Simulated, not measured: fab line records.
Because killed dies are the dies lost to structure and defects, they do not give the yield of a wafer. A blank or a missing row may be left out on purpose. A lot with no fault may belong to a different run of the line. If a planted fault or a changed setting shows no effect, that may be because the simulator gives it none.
fab line records ; flow ritCmos
record lots=14; wafers=42; lastDay=8
route steps=202 shown FOX1@20 SPACER@129 SILICIDE@165 M1@202
lots untouched by any fault: they come from a run of this same line in which no faults occurred
startH: hours from the record's opening day to when the first of the lot's shown wafers began ; waitH: hours from the lot's prior step to this one ; " the same as in the row above ; L1.1+2: a row that stands for several wafers ; - no value, or no start was given ; * or withheld: withheld ; < > ~ a bound
route shown NAME@n: names a module that has steps shown in the file, with the first one's number in the route ; usual: mean/standard deviation taken from wafers without a fault ; same: alike in all rows ; chamber/n: place in a boat ; sites: per-site readings ; _std_site: standard deviation across them ; _edge_site: inner sites' mean taken away from outer sites' mean ; radiusMm: how far each site lies from the wafer's centre ; mask NAME#n: copy n ; behind: the last tool/chamber to shape the wafer ; hold: reason for holding the lot/hours on hold/outcome of the hold ; device: the transistor (n, p or np) that didn't switch ; end of line: tests run on the same wafers once the route is complete ; for a step that has no rows: nothing shown but its recipe ; killed: dies lost to structure and defects at the first sort, not the wafer's yield ; map: dies across one wafer; x = killed, . = not, _ = none there
set.NAME: setting as actually run; set.NAME@STEP: the setting as run at that earlier step ; model.NAME: the simulator's own value behind a step, which no gauge read
steps of the route over a sample of lots; a table a step, a row a wafer
services: when a tool's chamber went out of use (startH, in hours from the record's first day, below 0 if earlier), for how many hours, and the reason
## steps
# step RIT_FOX1_OXIDATION_00
# recipe tempC=1100; ambient=H2O; targetThkA=3507; pH2oTorr=720; oxTimeS=1130
# same oxTimeS=1130
lot.wafer;tool;chamber;startH;waitH
L265.3+5+6;furnace-04;0;20.25;3.5
L266.1+2+5;furnace-04;0;24.81;1.1
L267.1+4+5;furnace-04;0;29.62;0.6
L268.2+3+5;furnace-03;0;34.52;1.9
L269.1+4+6;furnace-03;0;39.08;0.7
L270.1+3+5;furnace-01;0;43.14;1.1
L272.1+3+6;furnace-01;0;55.02;1.9
L274.2+4+6;furnace-04;0;67.21;3.4
L275.3+4+5;furnace-04;0;67.21;1.4
L279.3+5+6;furnace-01;0;87.19;0.6
L280.1+4+5;furnace-03;0;92.05;1.5
L283.3+4+5;furnace-03;0;108.12;1.5
L284.1+2+3;furnace-03;0;115.24;3.7
L288.1+2+3;furnace-03;0;134.19;2.5
# step RIT_SPACER_THK_MEAS_04
# recipe reads=Si3N4_of_SPACER_CVD_03
# usual SPACER_NITRIDE_THK=248.7/2.4
lot.wafer;tool;chamber;startH;waitH;SPACER_NITRIDE_THK[nm]
L265.3;filmMetro-03;-;58.44;0.0;246.0
L265.5;filmMetro-03;-;58.44;0.0;249.6
L265.6;filmMetro-03;-;58.44;0.0;248.4
L266.1;filmMetro-04;-;64.74;0.0;251.9
L266.2;filmMetro-04;-;64.74;0.0;249.6
L266.5;filmMetro-04;-;64.74;0.0;248.6
L267.1;filmMetro-04;-;69.98;0.0;250.1
L267.4;filmMetro-04;-;69.98;0.0;249.3
L267.5;filmMetro-04;-;69.98;0.0;250.5
L269.1;filmMetro-04;-;73.17;0.0;250.5
L269.4;filmMetro-04;-;73.17;0.0;249.0
L269.6;filmMetro-04;-;73.17;0.0;249.9
L268.2;filmMetro-01;-;73.18;0.0;246.1
L268.3;filmMetro-01;-;73.18;0.0;246.8
L268.5;filmMetro-01;-;73.18;0.0;245.8
L270.1;filmMetro-01;-;81.55;0.0;244.9
L270.3;filmMetro-01;-;81.55;0.0;246.2
L270.5;filmMetro-01;-;81.55;0.0;246.8
L272.1;filmMetro-04;-;90.45;0.0;247.6
L272.3;filmMetro-04;-;90.45;0.0;249.3
L272.6;filmMetro-04;-;90.45;0.0;247.5
L274.2;filmMetro-03;-;102.23;0.0;254.1
L274.4;filmMetro-03;-;102.23;0.0;253.8
L274.6;filmMetro-03;-;102.23;0.0;250.8
L275.3;filmMetro-04;-;103.66;0.0;249.4
L275.4;filmMetro-04;-;103.66;0.0;249.6
L275.5;filmMetro-04;-;103.66;0.0;248.0
L279.3;filmMetro-03;-;124.81;0.0;248.5
L279.5;filmMetro-03;-;124.81;0.0;250.3
L279.6;filmMetro-03;-;124.81;0.0;247.0
L280.1;filmMetro-03;-;130.17;0.0;248.4
L280.4;filmMetro-03;-;130.17;0.0;250.7
L280.5;filmMetro-03;-;130.17;0.0;249.2
L283.3;filmMetro-04;-;147.74;0.0;247.2
L283.4;filmMetro-04;-;147.74;0.0;246.1
L283.5;filmMetro-04;-;147.74;0.0;247.3
L284.1;filmMetro-01;-;150.11;0.0;249.3
L284.2;filmMetro-01;-;150.11;0.0;250.7
L284.3;filmMetro-01;-;150.11;0.0;250.9
L288.1;filmMetro-01;-;170.45;0.0;248.4
L288.2;filmMetro-01;-;170.45;0.0;247.9
L288.3;filmMetro-01;-;170.45;0.0;247.0
# step RIT_SPACER_ETCHBACK_05
# recipe targetDepthA=2500; SF6_flow_sccm=30; CHF3_flow_sccm=30; target=Si3N4; chemistry=SF6/CHF3; pressureMtorr=40; rfW=250; timeS=240; stopOn=SiO2
# usual CHF3_flow_sccm=30.01/0.09; chamberPressureMTorr=40.00/0.04; drypumpMotorCurrentA=5.6/0.53; oesProductAu=0.834/0.016; throttleValvePct=10.27/0.14
lot.wafer;tool;chamber;startH;waitH;CHF3_flow_sccm;chamberPressureMTorr;drypumpMotorCurrentA;oesProductAu;rfHoursCounterH;throttleValvePct
L265.3;rieDiel-04;3;58.48;0.0;29.86;39.98;4.8;0.838;1;10.22
L265.5;rieDiel-04;3;58.48;0.0;29.96;39.99;4.8;0.838;-;10.20
L265.6;rieDiel-04;0;58.48;0.0;29.94;40.02;6.2;0.838;-;10.36
L266.1;rieDiel-03;3;64.80;0.1;30.06;39.97;5.1;0.833;5;10.28
L266.2;rieDiel-03;1;64.80;0.1;29.99;40.02;5.5;0.860;94;10.08
L266.5;rieDiel-03;1;64.80;0.1;29.88;39.96;5.5;0.859;-;10.06
L267.1;rieDiel-02;3;70.04;0.1;29.91;39.93;6.1;0.852;39;10.27
L267.4;rieDiel-02;0;70.04;0.1;29.89;40.00;5.8;0.817;129;10.61
L267.5;rieDiel-02;1;70.04;0.1;30.03;40.02;6.0;0.834;-;10.30
L268.2;rieDiel-02;2;73.23;0.0;30.02;40.09;6.3;0.838;81;10.08
L268.3;rieDiel-02;0;73.23;0.0;29.99;40.07;5.8;0.812;129;10.60
L268.5;rieDiel-02;0;73.23;0.0;30.09;40.03;5.9;0.807;-;10.60
L269.1;rieDiel-04;3;73.23;0.1;30.17;40.05;4.8;0.844;2;10.21
L269.4;rieDiel-04;3;73.23;0.1;29.98;39.99;4.8;0.837;-;10.21
L269.6;rieDiel-04;2;73.23;0.1;30.16;40.00;5.2;0.817;-;10.16
L270.1;rieDiel-04;2;81.61;0.1;30.18;39.99;5.2;0.803;19;10.16
L270.3;rieDiel-04;0;81.61;0.1;29.99;40.00;6.2;0.827;3;10.36
L270.5;rieDiel-04;0;81.61;0.1;30.05;40.06;6.2;0.836;-;10.37
L272.1;rieDiel-02;3;90.51;0.1;30.21;40.00;6.1;0.854;40;10.26
L272.3;rieDiel-02;2;90.51;0.1;29.99;39.97;6.2;0.841;81;10.07
L272.6;rieDiel-02;1;90.51;0.1;29.96;40.00;6.0;0.816;-;10.29
L274.2;rieDiel-03;3;102.28;0.0;29.93;40.01;5.1;0.847;6;10.27
L274.4;rieDiel-03;1;102.28;0.0;29.94;40.02;5.5;0.867;95;10.08
L274.6;rieDiel-03;1;102.28;0.0;29.92;40.01;5.5;0.871;-;10.08
L275.3;rieDiel-02;3;103.70;0.0;29.95;40.10;6.1;0.850;40;10.29
L275.4;rieDiel-02;0;103.70;0.0;29.89;39.94;5.8;0.820;130;10.60
L275.5;rieDiel-02;1;103.70;0.0;29.99;40.02;6.0;0.823;-;10.30
L279.3;rieDiel-03;1;124.85;0.0;29.97;40.07;5.5;0.851;95;10.07
L279.5;rieDiel-03;3;124.85;0.0;29.93;39.97;5.1;0.834;-;10.28
L279.6;rieDiel-03;0;124.85;0.0;30.03;40.09;5.9;0.803;-;10.35
L280.1;rieDiel-04;1;130.23;0.1;30.10;39.90;6.1;0.836;25;10.33
L280.4;rieDiel-04;0;130.23;0.1;30.03;40.04;6.2;0.838;4;10.37
L280.5;rieDiel-04;0;130.23;0.1;30.16;40.01;6.2;0.837;-;10.36
L283.3;rieDiel-04;1;147.78;0.0;29.92;39.95;6.1;0.838;26;10.34
L283.4;rieDiel-04;0;147.78;0.0;29.92;39.96;6.2;0.838;5;10.36
L283.5;rieDiel-04;3;147.78;0.0;29.97;40.04;4.8;0.837;-;10.21
L284.1;rieDiel-02;1;150.17;0.1;30.16;39.95;6.0;0.822;16;10.29
L284.2;rieDiel-02;0;150.17;0.1;29.94;39.96;5.8;0.824;131;10.59
L284.3;rieDiel-02;2;150.17;0.1;29.89;40.02;6.3;0.848;83;10.05
L288.1;rieDiel-03;2;170.51;0.1;29.94;39.99;4.7;0.854;125;10.11
L288.2;rieDiel-03;0;170.51;0.1;29.89;39.96;5.8;0.819;76;10.37
L288.3;rieDiel-03;3;170.51;0.1;30.02;39.94;5.1;0.827;7;10.26
# step RIT_SILICIDE_RTA_04
# recipe tempC=650; timeS=10; idleTempC=25; rampUpS=5; rampDownS=5; coolToC=25; ambient=N2
# usual wafer_temp_C_max=653.4/0.85
lot.wafer;tool;chamber;startH;waitH;wafer_temp_C_max
L265.3;rtpAnneal-02;0;62.90;0.1;652.9
L265.5;rtpAnneal-02;0;62.90;0.1;652.6
L265.6;rtpAnneal-02;0;62.90;0.1;653.1
L266.1;rtpAnneal-01;0;69.47;0.1;654.8
L266.2;rtpAnneal-01;0;69.47;0.1;654.3
L266.5;rtpAnneal-01;0;69.47;0.1;653.9
L267.1;rtpAnneal-02;0;74.68;0.1;652.1
L267.4;rtpAnneal-02;0;74.68;0.1;653.2
L267.5;rtpAnneal-02;0;74.68;0.1;652.4
L268.2;rtpAnneal-02;0;77.79;0.1;653.8
L268.3;rtpAnneal-02;0;77.79;0.1;652.4
L268.5;rtpAnneal-02;0;77.79;0.1;652.7
L269.1;rtpAnneal-02;0;78.37;0.1;653.2
L269.4;rtpAnneal-02;0;78.37;0.1;653.3
L269.6;rtpAnneal-02;0;78.37;0.1;653.1
L270.1;rtpAnneal-01;0;86.00;0.1;653.2
L270.3;rtpAnneal-01;0;86.00;0.1;656.2
L270.5;rtpAnneal-01;0;86.00;0.1;652.9
L272.1;rtpAnneal-01;0;94.76;0.1;655.0
L272.3;rtpAnneal-01;0;94.76;0.1;653.0
L272.6;rtpAnneal-01;0;94.76;0.1;653.4
L274.2;rtpAnneal-01;0;106.96;0.1;654.9
L274.4;rtpAnneal-01;0;106.96;0.1;653.7
L274.6;rtpAnneal-01;0;106.96;0.1;655.3
L275.3;rtpAnneal-02;0;108.21;0.1;653.3
L275.4;rtpAnneal-02;0;108.21;0.1;653.2
L275.5;rtpAnneal-02;0;108.21;0.1;652.6
L279.3;rtpAnneal-02;0;129.24;0.1;653.5
L279.5;rtpAnneal-02;0;129.24;0.1;653.5
L279.6;rtpAnneal-02;0;129.24;0.1;652.9
L280.1;rtpAnneal-01;0;134.47;0.1;654.1
L280.4;rtpAnneal-01;0;134.47;0.1;654.0
L280.5;rtpAnneal-01;0;134.47;0.1;653.2
L283.3;rtpAnneal-02;0;152.33;0.1;653.4
L283.4;rtpAnneal-02;0;152.33;0.1;652.6
L283.5;rtpAnneal-02;0;152.33;0.1;653.2
L284.1;rtpAnneal-01;0;154.55;0.1;653.7
L284.2;rtpAnneal-01;0;154.55;0.1;653.8
L284.3;rtpAnneal-01;0;154.55;0.1;654.8
L288.1;rtpAnneal-01;0;174.75;0.1;654.0
L288.2;rtpAnneal-01;0;174.75;0.1;654.5
L288.3;rtpAnneal-01;0;174.75;0.1;653.2
# step RIT_M1_PROBE_99
# usual killed_at_M0_to_M3=0.0/0.14; killedAtContacts=0.1/0.27; killedAtFrontEnd=6.5/2.8; killedDies=6.6/2.8; killedOnRim=1.7/1.3; killedOpen=3.5/2; killedShort=3.2/1.8
# same grossDies=264; killed_at_M4_up=0; killedAtBackSide=0; killedAtOther=0
lot.wafer;tool;chamber;startH;waitH;killed_at_M0_to_M3;killedAtContacts;killedAtFrontEnd;killedDies;killedOnRim;killedOpen;killedShort
L265.3;prober-01;-;69.61;0.2;0;0;10;10;2;4;6
L265.5;prober-01;-;69.71;0.2;0;0;5;5;3;1;4
L265.6;prober-01;-;69.76;0.2;0;1;3;4;2;3;1
L266.1;prober-02;-;76.02;0.1;0;0;11;11;4;9;2
L266.2;prober-02;-;76.07;0.1;0;0;15;15;4;8;7
L266.5;prober-02;-;76.22;0.2;0;0;9;9;2;3;6
L267.1;prober-01;-;81.65;0.1;0;0;4;4;2;2;2
L267.4;prober-01;-;81.80;0.2;0;0;13;13;3;9;4
L267.5;prober-01;-;81.85;0.2;0;0;7;7;4;4;3
L268.2;prober-02;-;84.76;0.1;0;0;8;8;2;5;3
L268.3;prober-02;-;84.81;0.2;0;0;8;8;3;4;4
L268.5;prober-02;-;84.91;0.2;0;0;6;6;2;4;2
L269.1;prober-02;-;86.21;0.1;0;0;6;6;2;4;2
L269.4;prober-02;-;86.36;0.2;0;0;6;6;2;2;4
L269.6;prober-02;-;86.46;0.2;0;1;2;3;0;1;2
L270.1;prober-01;-;92.70;0.1;0;1;3;4;2;3;1
L270.3;prober-01;-;92.80;0.2;0;0;8;8;3;4;4
L270.5;prober-01;-;92.90;0.2;0;0;8;8;3;6;2
L272.1;prober-01;-;101.49;0.1;0;0;7;7;0;5;2
L272.3;prober-01;-;101.59;0.2;0;0;4;4;2;1;3
L272.6;prober-01;-;101.74;0.2;0;0;7;7;4;4;3
L274.2;prober-01;-;113.51;0.1;0;0;58;58;15;4;2
L274.4;prober-01;-;113.61;0.2;1;0;65;66;20;2;3
L274.6;prober-01;-;113.71;0.2;0;0;56;56;15;2;1
L275.3;prober-02;-;115.06;0.2;0;1;59;60;14;6;3
L275.4;prober-02;-;115.11;0.2;0;0;61;61;13;1;3
L275.5;prober-02;-;115.16;0.2;0;0;61;61;15;3;4
L279.3;prober-02;-;136.11;0.2;0;0;6;6;1;4;2
L279.5;prober-02;-;136.21;0.2;0;0;5;5;2;2;3
L279.6;prober-02;-;136.26;0.2;0;0;8;8;1;4;4
L280.1;prober-02;-;141.23;0.1;0;0;8;8;2;5;3
L280.4;prober-02;-;141.38;0.2;0;0;3;3;1;2;1
L280.5;prober-02;-;141.43;0.2;0;0;10;10;2;4;6
L283.3;prober-01;-;159.06;0.2;0;1;4;5;1;2;3
L283.4;prober-01;-;159.11;0.2;0;0;14;14;5;8;6
L283.5;prober-01;-;159.16;0.2;0;0;2;2;2;1;1
L284.1;prober-02;-;161.46;0.1;0;0;10;10;2;6;4
L284.2;prober-02;-;161.51;0.1;0;0;2;2;0;1;1
L284.3;prober-02;-;161.56;0.2;0;0;10;10;0;6;4
L288.1;prober-02;-;181.39;0.1;0;0;2;2;0;2;0
L288.2;prober-02;-;181.44;0.1;0;0;5;5;1;2;3
L288.3;prober-02;-;181.49;0.2;0;0;2;2;1;1;1
# killed by level:class
L265.3 FOX1:geometricParticle:short=2 GATE:geometricParticle:open=2 FOX1:geometricParticle:open=1 GATE:geometricParticle:short=1 REOX:geometricParticle:short=1 SPACER:geometricParticle:open=1 SPACER:geometricParticle:short=1 SILICIDE:geometricParticle:short=1
L265.5 FOX1:geometricParticle:short=2 SPACER:geometricParticle:short=2 GATE:geometricParticle:open=1
L265.6 FOX1:geometricParticle:open=1 GATE:geometricParticle:open=1 SPACER:geometricParticle:open=1 CONTACT:geometricParticle:short=1
L266.1 SILICIDE:geometricParticle:open=5 GATE:geometricParticle:open=3 FOX1:geometricParticle:short=1 FOX1:geometricParticle:open=1 SILICIDE:geometricParticle:short=1
L266.2 FOX1:geometricParticle:short=6 SPACER:geometricParticle:open=3 FOX1:geometricParticle:open=2 REOX:geometricParticle:open=2 FOX2:geometricParticle:open=1 SPACER:geometricParticle:short=1
L266.5 REOX:geometricParticle:short=2 SILICIDE:geometricParticle:short=2 FOX1:geometricParticle:short=1 GATE:geometricParticle:open=1 GATE:geometricParticle:short=1 SPACER:geometricParticle:open=1 SILICIDE:geometricParticle:open=1
L267.1 GATE:geometricParticle:open=1 REOX:geometricParticle:short=1 SPACER:geometricParticle:short=1 SILICIDE:geometricParticle:open=1
L267.4 GATE:geometricParticle:open=7 GATE:geometricParticle:short=2 FOX1:geometricParticle:short=1 FOX1:geometricParticle:open=1 FOX2:geometricParticle:short=1 SPACER:geometricParticle:open=1
L267.5 GATE:geometricParticle:open=2 FOX2:geometricParticle:open=1 GATE:geometricParticle:short=1 SPACER:geometricParticle:open=1 SPACER:geometricParticle:short=1 SILICIDE:geometricParticle:short=1
L268.2 REOX:geometricParticle:short=3 SPACER:geometricParticle:open=2 FOX1:geometricParticle:open=1 FOX2:geometricParticle:open=1 REOX:geometricParticle:open=1
L268.3 GATE:geometricParticle:open=2 FOX1:geometricParticle:open=1 GATE:geometricParticle:short=1 REOX:geometricParticle:short=1 REOX:geometricParticle:open=1 SPACER:geometricParticle:short=1 SILICIDE:geometricParticle:short=1
L268.5 SILICIDE:geometricParticle:open=2 FOX2:geometricParticle:short=1 GATE:geometricParticle:open=1 GATE:geometricParticle:short=1 REOX:geometricParticle:open=1
L269.1 SILICIDE:geometricParticle:open=2 FOX1:geometricParticle:short=1 GATE:geometricParticle:open=1 REOX:geometricParticle:open=1 SILICIDE:geometricParticle:short=1
L269.4 FOX2:geometricParticle:open=2 FOX1:geometricParticle:short=1 FOX2:geometricParticle:short=1 GATE:geometricParticle:short=1 SILICIDE:geometricParticle:short=1
L269.6 FOX1:geometricParticle:short=1 SPACER:geometricParticle:open=1 CONTACT:geometricParticle:short=1
L270.1 FOX1:geometricParticle:short=1 FOX1:geometricParticle:open=1 SPACER:geometricParticle:open=1 CONTACT:geometricParticle:open=1
L270.3 FOX1:geometricParticle:short=2 FOX1:geometricParticle:open=2 FOX2:geometricParticle:short=1 GATE:geometricParticle:open=1 REOX:geometricParticle:open=1 SPACER:geometricParticle:short=1
L270.5 FOX2:geometricParticle:open=3 GATE:geometricParticle:open=2 REOX:geometricParticle:short=1 REOX:geometricParticle:open=1 SPACER:geometricParticle:short=1
L272.1 GATE:geometricParticle:open=2 REOX:geometricParticle:open=1 SPACER:geometricParticle:open=1 SPACER:geometricParticle:short=1 SILICIDE:geometricParticle:open=1 SILICIDE:geometricParticle:short=1
L272.3 FOX1:geometricParticle:short=2 GATE:geometricParticle:open=1 GATE:geometricParticle:short=1
L272.6 FOX1:geometricParticle:short=1 FOX2:geometricParticle:open=1 FOX2:geometricParticle:short=1 GATE:geometricParticle:open=1 REOX:geometricParticle:open=1 SPACER:geometricParticle:short=1 SILICIDE:geometricParticle:open=1
L274.2 FOX1:unspecified=52 GATE:geometricParticle:short=2 FOX2:geometricParticle:open=1 GATE:geometricParticle:open=1 SPACER:geometricParticle:open=1 SILICIDE:geometricParticle:open=1
L274.4 FOX1:unspecified=61 FOX1:geometricParticle:short=2 GATE:geometricParticle:open=2 M1:geometricParticle:short=1
L274.6 FOX1:unspecified=53 GATE:geometricParticle:open=2 GATE:geometricParticle:short=1
L275.3 FOX1:unspecified=51 GATE:geometricParticle:open=2 REOX:geometricParticle:short=2 FOX1:geometricParticle:open=1 FOX2:geometricParticle:short=1 REOX:geometricParticle:open=1 SPACER:geometricParticle:open=1 CONTACT:geometricParticle:open=1
L275.4 FOX1:unspecified=57 GATE:geometricParticle:short=3 REOX:geometricParticle:open=1
L275.5 FOX1:unspecified=54 GATE:geometricParticle:short=2 FOX1:geometricParticle:short=1 FOX2:geometricParticle:open=1 GATE:geometricParticle:open=1 REOX:geometricParticle:open=1 SILICIDE:geometricParticle:short=1
L279.3 GATE:geometricParticle:open=3 FOX1:geometricParticle:short=1 FOX2:geometricParticle:open=1 GATE:geometricParticle:short=1
L279.5 REOX:geometricParticle:open=1 REOX:geometricParticle:short=1 SPACER:geometricParticle:short=1 SILICIDE:geometricParticle:open=1 SILICIDE:geometricParticle:short=1
L279.6 REOX:geometricParticle:short=2 FOX1:geometricParticle:open=1 FOX2:geometricParticle:open=1 GATE:geometricParticle:open=1 SPACER:geometricParticle:short=1 SILICIDE:geometricParticle:short=1 SILICIDE:geometricParticle:open=1
L280.1 GATE:geometricParticle:open=4 GATE:geometricParticle:short=2 FOX1:geometricParticle:short=1 FOX2:geometricParticle:open=1
L280.4 FOX2:geometricParticle:open=1 SPACER:geometricParticle:open=1 SILICIDE:geometricParticle:short=1
L280.5 GATE:geometricParticle:short=3 GATE:geometricParticle:open=2 ACTIVE:geometricParticle:short=1 FOX2:geometricParticle:short=1 FOX2:geometricParticle:open=1 REOX:geometricParticle:open=1 SILICIDE:geometricParticle:short=1
L283.3 GATE:geometricParticle:short=1 GATE:geometricParticle:open=1 REOX:geometricParticle:open=1 SILICIDE:geometricParticle:short=1 CONTACT:geometricParticle:short=1
L283.4 GATE:geometricParticle:open=3 GATE:geometricParticle:short=3 SILICIDE:geometricParticle:open=3 REOX:geometricParticle:open=2 FOX2:geometricParticle:short=1 REOX:geometricParticle:short=1 SILICIDE:geometricParticle:short=1
L283.5 GATE:geometricParticle:open=1 SILICIDE:geometricParticle:short=1
L284.1 GATE:geometricParticle:open=3 GATE:geometricParticle:short=3 FOX1:geometricParticle:short=1 FOX2:geometricParticle:open=1 SPACER:geometricParticle:open=1 SILICIDE:geometricParticle:open=1
L284.2 GATE:geometricParticle:short=1 GATE:geometricParticle:open=1
L284.3 FOX1:geometricParticle:open=2 GATE:geometricParticle:short=2 SPACER:geometricParticle:open=2 FOX2:geometricParticle:short=1 GATE:geometricParticle:open=1 SPACER:geometricParticle:short=1 SILICIDE:geometricParticle:open=1
L288.1 FOX2:geometricParticle:open=1 REOX:geometricParticle:open=1
L288.2 FOX1:geometricParticle:short=1 GATE:geometricParticle:short=1 SPACER:geometricParticle:short=1 SPACER:geometricParticle:open=1 SILICIDE:geometricParticle:open=1
L288.3 GATE:geometricParticle:open=1 SPACER:geometricParticle:short=1
## services
tool;chamber;startH;hours;kind
furnace-03;-;1.71;3.1;pm
furnace-01;-;14.34;4.0;pm
rieDiel-03;0;16.02;7.1;repair
furnace-01;-;25.38;3.6;pm
rieDiel-04;0;31.99;3.3;repair
rtpAnneal-01;-;41.26;4.3;pm
rieDiel-04;-;52.58;4.0;pm
rieDiel-04;1;70.78;9.5;repair
furnace-01;-;105.04;13.4;pm
rieDiel-04;-;133.04;5.4;repair
rieDiel-03;1;133.42;47.9;repair
furnace-04;-;142.22;4.1;pm
rieDiel-02;-;149.50;0.5;repair
rieDiel-03;2;153.33;5.1;repair
## key
firstSign step=RIT_M1_PROBE_99; reading=killedDies; direction=up; sigmas=19; usual=6.6; struck=60.3
effect step=RIT_M1_PROBE_99; reading=killedAtFrontEnd; direction=up; sigmas=19; usual=6.5; struck=60
metAt RIT_FOX1_OXIDATION_00
struckLots L274,L275
testerLeftOut L274,L275
notActingAt RIT_SPACER_THK_MEAS_04,RIT_SPACER_ETCHBACK_05,RIT_SILICIDE_RTA_04
onsetBetween 29.62 67.21
fault kind=chamberParticleSource; tool=furnace-04; chamber=-; onsetH=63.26; steps=RIT_FOX1_OXIDATION_00; ratePerVisitCm2=0.443; endH=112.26
# testerLeftOut: of these lots the tester's yield and bins aren't shown, on N5 and GAA mostly nor the transistor test; their killed dies are dies lost to structure and defects alone, not to doping, threshold or leakage, so they don't give the yield
